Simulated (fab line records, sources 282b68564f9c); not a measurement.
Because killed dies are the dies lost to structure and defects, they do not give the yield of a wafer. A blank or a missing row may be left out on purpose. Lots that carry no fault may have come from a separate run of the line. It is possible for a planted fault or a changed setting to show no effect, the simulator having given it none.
One fault through the eyes of 2 desks -- flow ritCmos -- each desk holds nothing but its own numbers, with what lay behind them at the end

## THE TOOL OWNER'S DESK: rieSi-01
The tool's own readings at RIT_GATE_ETCH_19 (etches poly-Si in SF6/CHF3/O2, stops on SiO2, time 165 s, target depth 312.5 nm): means of the sampled wafers that have a number, for each lot that ran on this tool. If a lot's mean is further than 4 standard deviations from the usual mean, the lot is out of limits and carries the mark OUT (the distance appears in the brackets).
Columns: A = SF6_flow_sccm at RIT_GATE_ETCH_19, usual 30.01 sccm; B = drypumpMotorCurrentA at RIT_GATE_ETCH_19, usual 5.6 A; C = oesProductAu at RIT_GATE_ETCH_19, usual 0.842 a.u.; D = throttleValvePct at RIT_GATE_ETCH_19, usual 10.31 %
lot,first seen here,A,B,C,D
L168,day 5 22:10,30.04,5.4,0.831,10.23
L170,day 6 10:56,30.02,5.6,0.803,10.11
L174,day 7 04:00,30.06,5.3,0.838,10.47
Result from this desk: across the 3 lots, nothing is out of limits.

## AT THE METROLOGY DESK
Means of the sampled wafers that have a number, per lot and without regard to the tool the lot ran on: this is what the gauges read. If a lot's mean is further than 4 standard deviations from the usual mean, the lot is out of limits and carries the mark OUT (the distance appears in the brackets).
Columns: A = GATE_OXIDE_THK at RIT_GATE_THK_MEAS_07, usual 3.04 nm; B = GATE_POLY_THK at RIT_GATE_THK_MEAS_09, usual 248.9 nm; C = cdNm at RIT_GATE_CD_MEAS_16, usual 150.6 nm; D = GATE_OVL at RIT_GATE_OVL_MEAS_17, usual -0.4 nm
lot,first seen here,A,B,C,D
L161,day 4 10:51,3.09,248.7,148.9,0.9
L168,day 5 18:56,3.09,249.6,149.8,1.5
L169,day 6 02:37,3.10,245.7,150.5,0.3
L170,day 6 07:27,3.18,247.6,152.0,-1.2
L174,day 7 00:53,3.11,248.6,152.6,-1.7
L175,day 7 07:05,3.03,251.9,151.6,-1.1
Result from this desk: across the 6 lots, nothing is out of limits.

## ALL TOGETHER
The tool owner's desk saw nothing out of limits.
Metrology desk: nothing out of limits seen.

## WHAT WAS PUT IN BY THE SIMULATOR
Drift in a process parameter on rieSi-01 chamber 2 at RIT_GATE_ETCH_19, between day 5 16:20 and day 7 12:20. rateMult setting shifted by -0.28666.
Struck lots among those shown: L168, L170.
